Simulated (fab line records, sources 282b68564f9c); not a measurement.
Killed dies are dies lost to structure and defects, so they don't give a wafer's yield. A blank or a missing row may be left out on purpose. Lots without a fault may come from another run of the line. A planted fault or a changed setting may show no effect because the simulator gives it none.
fab line records | flow rit_cmos
record lots=13 wafers=39 last_day=7
route steps=202 shown PSD@151 SDANNEAL@156 SILICIDE@164 CONTACT@168 M1@202
lots that met no fault: from a run of the same line without faults
start_h: hours from the record's first day to the start of the lot's first wafer shown | wait_h: hours since the lot's step before | " the same as in the row above | L1.1+2: a row that stands for several wafers | - no value, or no start given | * or withheld: withheld | < > ~ a bound
route shown NAME@n: a module of which the file shows steps, and the number in the route of the first | usual: mean/standard deviation of fault-free wafers | same: alike in all rows | chamber/n: place in a boat | sites: the reading at each site | _std_site: their standard deviation | _edge_site: outer sites' mean less inner sites' | radius_mm: how far each site lies from the wafer's centre | mask NAME#n: copy n | behind: the tool/chamber that last shaped the wafer | hold: why the lot was held/for how many hours/how that ended | device: the transistor (n, p or np) that didn't switch | end of line: the same wafers' tests at the end of the route | a step without rows: its recipe alone | killed: dies lost to structure and defects at the first sort, not the wafer's yield | map: a wafer's dies, x killed, . not, _ none there
set.NAME: the setting as run; set.NAME@STEP: as run at that earlier step | model.NAME: the simulator's own value behind a step, which no gauge read
steps of the route over a sample of lots; a table a step, a row a wafer
services: from which hour (start_h, from the record's first day; less than 0 if before it) a tool's chamber was out of use, for how many hours, and why
## steps
# step RIT_PSD_STRIP_09
# recipe chemistry=O2 time_s=180 resist=NOVOLAK platen_temp_c=withheld power_w=500 pressure_mtorr=4000 o2_flow_sccm=4000
# usual drypump_motor_current_A=5.7/0.35
# columns lot.wafer tool chamber start_h wait_h drypump_motor_current_A rf_hours_counter_h
L138.2 plasma_asher-04 1 57.93 0.1 6.1 42
L138.4 " 0 " " 6.6 -
L138.6 " 1 " " 6.1 -
L140.2 plasma_asher-03 0 64.30 0.1 5.7 27
L140.4 " 0 " " 5.7 -
L140.5 " 0 " " 5.7 -
L141.1 plasma_asher-01 0 65.92 0.1 5.4 43
L141.2 " 1 " " 5.5 43
L141.5 " 1 " " 5.5 -
L142.3 plasma_asher-03 1 70.41 0.1 5.6 -
L142.4 " 0 " " 5.7 -
L142.5 " 1 " " 5.6 -
L143.4 plasma_asher-01 0 75.92 0.1 5.4 -
L143.5 " 1 " " 5.5 -
L143.6 " 0 " " 5.4 -
L144.2 plasma_asher-01 0 79.61 0.1 5.4 44
L144.3 " 1 " " 5.5 -
L144.6 " 0 " " 5.4 -
L145.1 plasma_asher-04 1 83.41 0.1 6.1 45
L145.2 " 0 " " 6.5 45
L145.6 " 0 " " 6.6 -
L147.1 plasma_asher-04 1 93.24 0.1 6.1 46
L147.2 " 0 " " 6.6 46
L147.6 " 1 " " 6.2 -
L153.3 plasma_asher-01 0 124.09 0.1 5.4 -
L153.4 " 1 " " 5.5 -
L153.6 " 0 " " 5.4 -
L157.1 plasma_asher-03 1 144.07 0.1 5.7 37
L157.2 " 0 " " 5.7 37
L157.3 " 1 " " 5.7 -
L158.1 plasma_asher-01 0 148.54 0.1 5.5 49
L158.3 " 1 " " 5.5 -
L158.4 " 0 " " 5.5 -
L160.1 plasma_asher-04 1 158.49 0.1 6.1 5
L160.3 " 1 " " 6.1 -
L160.5 " 0 " " 6.6 -
L161.1 plasma_asher-01 0 164.10 0.1 5.5 51
L161.2 " 1 " " 5.5 51
L161.4 " 0 " " 5.4 -
# step RIT_SDANNEAL_RTA_03
# recipe temp_c=1050 time_s=5 idle_temp_c=600 ramp_up_c_per_s=342 ramp_down_c_per_s=171 cool_to_c=600 ambient=N2
# usual wafer_temp_C_max=1053.4/1.2
# columns lot.wafer tool chamber start_h wait_h wafer_temp_C_max
L138.2 rtp_anneal-01 0 58.55 0.0 1052.9
L138.4 " 0 " " 1053.3
L138.6 " 0 " " 1053.2
L140.2 rtp_anneal-01 0 64.91 0.0 1053.6
L140.4 " 0 " " 1055.6
L140.5 " 0 " " 1052.7
L141.1 rtp_anneal-02 0 66.52 0.0 1052.8
L141.2 " 0 " " 1053.1
L141.5 " 0 " " 1053.6
L142.3 rtp_anneal-01 0 70.97 0.0 1054.0
L142.4 " 0 " " 1053.0
L142.5 " 0 " " 1051.2
L143.4 rtp_anneal-02 0 76.49 0.0 1054.9
L143.5 " 0 " " 1054.5
L143.6 " 0 " " 1054.9
L144.2 rtp_anneal-01 0 80.24 0.0 1051.7
L144.3 " 0 " " 1052.4
L144.6 " 0 " " 1053.7
L145.1 rtp_anneal-02 0 84.02 0.0 1055.9
L145.2 " 0 " " 1055.6
L145.6 " 0 " " 1053.8
L147.1 rtp_anneal-02 0 93.86 0.0 1051.6
L147.2 " 0 " " 1053.9
L147.6 " 0 " " 1053.8
L153.3 rtp_anneal-02 0 124.65 0.0 1054.7
L153.4 " 0 " " 1053.0
L153.6 " 0 " " 1053.1
L157.1 rtp_anneal-02 0 144.68 0.0 1053.6
L157.2 " 0 " " 1053.8
L157.3 " 0 " " 1052.6
L158.1 rtp_anneal-01 0 149.14 0.0 1053.8
L158.3 " 0 " " 1054.5
L158.4 " 0 " " 1053.8
L160.1 rtp_anneal-01 0 159.09 0.0 1055.0
L160.3 " 0 " " 1052.6
L160.5 " 0 " " 1053.1
L161.1 rtp_anneal-02 0 164.72 0.0 1052.7
L161.2 " 0 " " 1054.4
L161.4 " 0 " " 1053.6
# step RIT_SILICIDE_THK_MEAS_03
# recipe thk_meas_gauge=xrf reads=Ti_of_SILICIDE_SPUTTER_01
# usual SILICIDE_TI_THK=30.6/0.34
# columns lot.wafer tool chamber start_h wait_h SILICIDE_TI_THK[nm]
L138.2 film_metro-04 - 59.37 0.1 30.1
L138.4 " - " " 30.3
L138.6 " - " " 30.3
L140.2 film_metro-04 - 65.73 0.1 30.5
L140.4 " - " " 30.4
L140.5 " - " " 30.4
L141.1 film_metro-03 - 67.34 0.1 30.9
L141.2 " - " " 30.9
L141.5 " - " " 30.8
L142.3 film_metro-03 - 71.79 0.1 30.8
L142.4 " - " " 30.5
L142.5 " - " " 30.9
L143.4 film_metro-03 - 77.31 0.1 30.5
L143.5 " - " " 30.6
L143.6 " - " " 30.8
L144.2 film_metro-01 - 81.06 0.1 30.6
L144.3 " - " " 30.9
L144.6 " - " " 30.3
L145.1 film_metro-01 - 84.90 0.1 30.4
L145.2 " - " " 30.5
L145.6 " - " " 30.1
L147.1 film_metro-04 - 94.68 0.1 29.6
L147.2 " - " " 29.9
L147.6 " - " " 29.9
L153.3 film_metro-04 - 125.48 0.1 29.9
L153.4 " - " " 29.7
L153.6 " - " " 30.0
L157.1 film_metro-03 - 145.50 0.1 30.4
L157.2 " - " " 30.7
L157.3 " - " " 31.0
L158.1 film_metro-04 - 149.96 0.1 30.8
L158.3 " - " " 31.1
L158.4 " - " " 31.2
L160.1 film_metro-04 - 159.91 0.1 30.5
L160.3 " - " " 30.6
L160.5 " - " " 30.4
L161.1 film_metro-04 - 165.54 0.1 30.7
L161.2 " - " " 30.5
L161.4 " - " " 30.4
# step RIT_CONTACT_CVD_00
# recipe material=SiO2 target_thk_nm=400 precursor=TEOS temp_c=390 time_s=61 rf_w=400
# usual heater_power_w=300/44 run_length_s=89.0/0.66 susceptor_temp_C=389.97/0.21
# columns lot.wafer tool chamber start_h wait_h heater_power_w run_length_s susceptor_temp_C
L138.2 pecvd-01 1 59.60 0.0 282 89.1 390.01
L138.4 " 2 " " 365 90.0 389.66
L138.6 " 0 " " 232 89.7 389.48
L140.2 pecvd-04 0 65.96 0.0 256 88.8 390.07
L140.4 " 1 " " 375 90.2 390.19
L140.5 " 0 " " 270 88.6 389.80
L141.1 pecvd-01 0 67.57 0.1 222 89.1 389.54
L141.2 " 1 " " 340 88.3 389.85
L141.5 " 1 " " 256 88.4 390.28
L142.3 pecvd-03 1 72.00 0.0 320 88.5 390.09
L142.4 " 0 " " 273 87.7 389.94
L142.5 " 1 " " 325 88.7 390.07
L143.4 pecvd-04 2 77.55 0.0 284 90.0 390.19
L143.5 " 1 " " 389 89.6 389.97
L143.6 " 0 " " 231 88.3 389.96
L144.2 pecvd-01 0 81.29 0.0 233 89.2 390.21
L144.3 " 1 " " 288 88.4 389.84
L144.6 " 2 " " 373 89.4 389.94
L145.1 pecvd-03 2 85.20 0.1 321 89.2 389.68
L145.2 " 1 " " 270 88.7 389.62
L145.6 " 0 " " 368 88.5 389.69
L147.1 pecvd-01 0 94.92 0.1 213 89.6 389.77
L147.2 " 2 " " 330 89.9 390.08
L147.6 " 1 " " 327 88.3 389.86
L153.3 pecvd-01 0 125.69 0.0 278 78.9 -
L153.4 " 1 " " 325 88.3 389.94
L153.6 " 0 " " 285 79.6 -
L157.1 pecvd-03 2 145.74 0.1 266 89.0 390.11
L157.2 " 0 " " 338 87.7 389.98
L157.3 " 1 " " 252 88.6 389.96
L158.1 pecvd-04 1 150.20 0.1 331 90.1 390.01
L158.3 " 2 " " 294 89.9 390.11
L158.4 " 2 " " 305 89.5 390.21
L160.1 pecvd-03 0 160.26 0.1 287 87.9 389.95
L160.3 " 1 " " 265 88.4 389.86
L160.5 " 1 " " 274 88.3 389.67
L161.1 pecvd-04 0 165.77 0.1 234 88.3 389.69
L161.2 " 1 " " 378 89.8 390.40
L161.4 " 1 " " 385 89.7 389.74
# step RIT_CONTACT_THK_MEAS_01
# recipe reads=SiO2_of_CONTACT_CVD_00
# usual CONTACT_TEOS_THK=398/5.7
# columns lot.wafer tool chamber start_h wait_h CONTACT_TEOS_THK[nm]
L138.2 film_metro-04 - 59.66 0.0 390
L138.4 " - " " 396
L138.6 " - " " 403
L140.2 film_metro-04 - 66.02 0.0 396
L140.4 " - " " 401
L140.5 " - " " 405
L141.1 film_metro-02 - 67.62 0.0 392
L141.2 " - " " 389
L141.5 " - " " 394
L142.3 film_metro-03 - 72.07 0.0 398
L142.4 " - " " 399
L142.5 " - " " 409
L143.4 film_metro-04 - 77.60 0.0 409
L143.5 " - " " 410
L143.6 " - " " 409
L144.2 film_metro-02 - 81.35 0.0 398
L144.3 " - " " 399
L144.6 " - " " 403
L145.1 film_metro-04 - 85.25 0.0 390
L145.2 " - " " 394
L145.6 " - " " 396
L147.1 film_metro-03 - 94.97 0.0 393
L147.2 " - " " 399
L147.6 " - " " 396
L153.3 film_metro-03 - 125.77 0.0 335
L153.4 " - " " 401
L153.6 " - " " 339
L157.1 film_metro-02 - 145.79 0.0 394
L157.2 " - " " 396
L157.3 " - " " 394
L158.1 film_metro-04 - 150.25 0.0 404
L158.3 " - " " 408
L158.4 " - " " 409
L160.1 film_metro-03 - 160.31 0.0 385
L160.3 " - " " 393
L160.5 " - " " 397
L161.1 film_metro-03 - 165.83 0.0 402
L161.2 " - " " 399
L161.4 " - " " 405
# step RIT_M1_PROBE_99
# usual killed_at_M0_to_M3=0.0/0.083 killed_at_contacts=0.0/0.22 killed_at_front_end=7/3.2 killed_dies=7/3.2 killed_open=3.2/2.1 killed_short=3.5/2.2
# same gross_dies=264 killed_at_M4_up=0 killed_at_back_side=0 killed_at_other=0
# columns lot.wafer tool chamber start_h wait_h killed_at_M0_to_M3 killed_at_contacts killed_at_front_end killed_dies killed_open killed_short
L138.2 prober-02 - 66.19 0.1 0 0 12 12 10 2
L138.4 prober-02 - 66.29 0.2 0 0 8 8 4 4
L138.6 prober-02 - 66.39 0.2 0 0 10 10 4 6
L140.2 prober-02 - 72.37 0.1 0 0 7 7 3 4
L140.4 prober-02 - 72.47 0.2 0 0 4 4 2 2
L140.5 prober-02 - 72.52 0.2 0 0 7 7 1 6
L141.1 prober-01 - 74.26 0.1 0 0 8 8 2 6
L141.2 prober-01 - 74.31 0.1 1 0 7 8 3 5
L141.5 prober-01 - 74.46 0.2 0 0 8 8 2 6
L142.3 prober-02 - 78.48 0.2 0 0 6 6 4 2
L142.4 prober-02 - 78.53 0.2 0 0 10 10 2 8
L142.5 prober-02 - 78.58 0.2 0 0 5 5 2 3
L143.4 prober-01 - 85.10 0.2 0 0 4 4 3 1
L143.5 prober-01 - 85.15 0.2 0 0 7 7 2 5
L143.6 prober-01 - 85.20 0.2 0 0 5 5 2 3
L144.2 prober-02 - 87.74 0.1 0 0 7 7 3 4
L144.3 prober-02 - 87.79 0.2 0 0 4 4 1 3
L144.6 prober-02 - 87.94 0.2 0 0 7 7 3 4
L145.1 prober-01 - 91.67 0.1 0 0 3 3 2 1
L145.2 prober-01 - 91.72 0.1 0 1 7 8 4 4
L145.6 prober-01 - 91.92 0.2 0 0 4 4 3 1
L147.1 prober-01 - 101.30 0.1 0 0 9 9 3 6
L147.2 prober-01 - 101.35 0.1 0 0 4 4 2 2
L147.6 prober-01 - 101.55 0.2 0 0 9 9 3 6
L153.3 prober-01 - 132.05 0.2 0 0 5 5 1 4
L153.4 prober-01 - 132.10 0.2 0 0 2 2 1 1
L153.6 prober-01 - 132.20 0.2 0 0 14 14 5 9
L157.1 prober-01 - 153.67 0.1 0 0 9 9 5 4
L157.2 prober-01 - 153.72 0.1 0 0 8 8 4 4
L157.3 prober-01 - 153.77 0.2 0 0 7 7 1 5
L158.1 prober-02 - 156.74 0.1 0 0 10 10 7 3
L158.3 prober-02 - 156.84 0.2 0 0 4 4 1 3
L158.4 prober-02 - 156.89 0.2 0 0 4 4 3 1
L160.1 prober-02 - 166.81 0.1 0 0 1 1 1 0
L160.3 prober-02 - 166.91 0.2 0 0 10 10 8 2
L160.5 prober-02 - 167.01 0.2 0 0 2 2 0 2
L161.1 prober-01 - 173.60 0.1 0 0 0 0 0 0
L161.2 prober-01 - 173.65 0.1 0 0 13 13 3 10
L161.4 prober-01 - 173.75 0.2 0 0 9 9 5 3
# killed by level:class
L138.2 GATE:geometric_particle:open=3 REOX:geometric_particle:open=2 SPACER:geometric_particle:open=2 SILICIDE:geometric_particle:short=2 SILICIDE:geometric_particle:open=2 FOX1:geometric_particle:open=1
L138.4 GATE:geometric_particle:short=3 GATE:geometric_particle:open=3 FOX1:geometric_particle:short=1 SPACER:geometric_particle:open=1
L138.6 GATE:geometric_particle:open=4 GATE:geometric_particle:short=4 FOX1:geometric_particle:short=1 REOX:geometric_particle:short=1
L140.2 GATE:geometric_particle:open=2 GATE:geometric_particle:short=2 FOX1:geometric_particle:short=1 SILICIDE:geometric_particle:short=1 SILICIDE:geometric_particle:open=1
L140.4 FOX1:geometric_particle:open=1 GATE:geometric_particle:short=1 SPACER:geometric_particle:open=1 SILICIDE:geometric_particle:short=1
L140.5 FOX2:geometric_particle:short=3 GATE:geometric_particle:short=2 GATE:geometric_particle:open=1 SILICIDE:geometric_particle:short=1
L141.1 SILICIDE:geometric_particle:short=3 GATE:geometric_particle:short=2 FOX1:geometric_particle:short=1 FOX1:geometric_particle:open=1 GATE:geometric_particle:open=1
L141.2 GATE:geometric_particle:short=2 SPACER:geometric_particle:short=2 FOX1:geometric_particle:open=1 GATE:geometric_particle:open=1 M1:geometric_particle:open=1 SILICIDE:geometric_particle:short=1
L141.5 GATE:geometric_particle:short=2 SPACER:geometric_particle:short=2 SILICIDE:geometric_particle:short=2 FOX2:geometric_particle:open=1 SPACER:geometric_particle:open=1
L142.3 GATE:geometric_particle:open=4 GATE:geometric_particle:short=1 SPACER:geometric_particle:short=1
L142.4 GATE:geometric_particle:short=5 SPACER:geometric_particle:short=3 FOX1:geometric_particle:open=1 SPACER:geometric_particle:open=1
L142.5 GATE:geometric_particle:short=2 FOX2:geometric_particle:short=1 GATE:geometric_particle:open=1 SPACER:geometric_particle:open=1
L143.4 GATE:geometric_particle:open=2 REOX:geometric_particle:open=1 SILICIDE:geometric_particle:short=1
L143.5 FOX1:geometric_particle:short=2 REOX:geometric_particle:short=2 FOX1:geometric_particle:open=1 FOX2:geometric_particle:short=1 GATE:geometric_particle:open=1
L143.6 GATE:geometric_particle:short=2 FOX2:geometric_particle:short=1 GATE:geometric_particle:open=1 REOX:geometric_particle:open=1
L144.2 GATE:geometric_particle:open=2 GATE:geometric_particle:short=2 REOX:geometric_particle:short=1 SILICIDE:geometric_particle:open=1 SILICIDE:geometric_particle:short=1
L144.3 FOX1:geometric_particle:open=1 GATE:geometric_particle:short=1 REOX:geometric_particle:short=1 SILICIDE:geometric_particle:short=1
L144.6 FOX1:geometric_particle:short=1 FOX2:geometric_particle:open=1 GATE:geometric_particle:short=1 GATE:geometric_particle:open=1 REOX:geometric_particle:short=1 SPACER:geometric_particle:short=1 SILICIDE:geometric_particle:open=1
L145.1 REOX:geometric_particle:short=1 REOX:geometric_particle:open=1 SILICIDE:geometric_particle:open=1
L145.2 GATE:geometric_particle:open=2 SILICIDE:geometric_particle:short=2 ACTIVE:geometric_particle:short=1 FOX2:geometric_particle:short=1 REOX:geometric_particle:open=1 CONTACT:geometric_particle:open=1
L145.6 FOX1:geometric_particle:open=1 GATE:geometric_particle:open=1 SILICIDE:geometric_particle:open=1 SILICIDE:geometric_particle:short=1
L147.1 REOX:geometric_particle:short=3 FOX1:geometric_particle:open=1 GATE:geometric_particle:short=1 SILICIDE:geometric_particle:short=1 REOX:geometric_particle:open=1 SPACER:geometric_particle:short=1 SPACER:geometric_particle:open=1
L147.2 GATE:geometric_particle:short=2 REOX:geometric_particle:open=2
L147.6 SILICIDE:geometric_particle:short=5 GATE:geometric_particle:open=2 GATE:geometric_particle:short=1 REOX:geometric_particle:open=1
L153.3 FOX1:geometric_particle:short=2 SPACER:geometric_particle:short=2 SILICIDE:geometric_particle:open=1
L153.4 SPACER:geometric_particle:open=1 SPACER:geometric_particle:short=1
L153.6 SILICIDE:geometric_particle:short=5 SPACER:geometric_particle:short=3 SILICIDE:geometric_particle:open=3 FOX1:geometric_particle:short=1 GATE:geometric_particle:open=1 SPACER:geometric_particle:open=1
L157.1 FOX1:geometric_particle:open=4 SPACER:geometric_particle:short=2 GATE:geometric_particle:open=1 GATE:geometric_particle:short=1 SILICIDE:geometric_particle:short=1
L157.2 FOX1:geometric_particle:open=2 REOX:geometric_particle:short=2 ACTIVE:geometric_particle:short=1 GATE:geometric_particle:open=1 REOX:geometric_particle:open=1 SPACER:geometric_particle:short=1
L157.3 FOX1:geometric_particle:short=2 GATE:geometric_particle:short=2 GATE:geometric_particle:open=1 SPACER:geometric_particle:short=1 PRETRO:coat_microbubble_printed=1
L158.1 GATE:geometric_particle:open=3 GATE:geometric_particle:short=2 SPACER:geometric_particle:open=2 FOX1:geometric_particle:open=1 FOX2:geometric_particle:open=1 SPACER:geometric_particle:short=1
L158.3 FOX1:geometric_particle:short=1 GATE:geometric_particle:short=1 SPACER:geometric_particle:short=1 SPACER:geometric_particle:open=1
L158.4 FOX1:geometric_particle:open=2 GATE:geometric_particle:open=1 SPACER:geometric_particle:short=1
L160.1 GATE:geometric_particle:open=1
L160.3 GATE:geometric_particle:open=5 SILICIDE:geometric_particle:open=2 FOX1:geometric_particle:short=1 GATE:geometric_particle:short=1 SPACER:geometric_particle:open=1
L160.5 GATE:geometric_particle:short=1 SILICIDE:geometric_particle:short=1
L161.1
L161.2 GATE:geometric_particle:short=7 GATE:geometric_particle:open=2 FOX1:geometric_particle:short=1 REOX:geometric_particle:short=1 SPACER:geometric_particle:open=1 SILICIDE:geometric_particle:short=1
L161.4 GATE:geometric_particle:open=5 GATE:geometric_particle:short=2 REOX:geometric_particle:short=1 ACTIVE:coat_microbubble_printed=1
## services
# columns tool chamber start_h hours kind
plasma_asher-01 - 106.44 15.6 pm
plasma_asher-04 - 108.75 9.0 pm
plasma_asher-04 0 108.75 9.0 vent_cycle
plasma_asher-04 1 108.75 9.0 vent_cycle
pecvd-01 0 114.05 6.9 repair
plasma_asher-04 0 117.75 - clean
plasma_asher-04 1 117.75 - clean
plasma_asher-01 - 131.99 10.1 repair
pecvd-04 0 154.90 1.9 repair
## key
first_sign step=RIT_CONTACT_CVD_00 reading=run_length_s direction=down sigmas=15 usual=* struck=*
effect step=RIT_CONTACT_THK_MEAS_01 reading=CONTACT_TEOS_THK direction=down sigmas=11 usual=398 struck=337
met_at RIT_CONTACT_CVD_00
struck_lots L153
struck_wafers L153.3,L153.6
tester_left_out L153
not_acting_at RIT_PSD_STRIP_09,RIT_SDANNEAL_RTA_03,RIT_SILICIDE_THK_MEAS_03
onset_between 94.92 125.69
fault kind=process_parameter_drift tool=pecvd-01 chamber=0 onset_h=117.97 steps=RIT_CONTACT_CVD_00 channel=time_s offset=* shape=step end_h=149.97 stated=*
# tester_left_out: of these lots the tester's yield and bins aren't shown, on N5 and GAA mostly nor the transistor test; their killed dies are dies lost to structure and defects alone, not to doping, threshold or leakage, so they don't give the yield
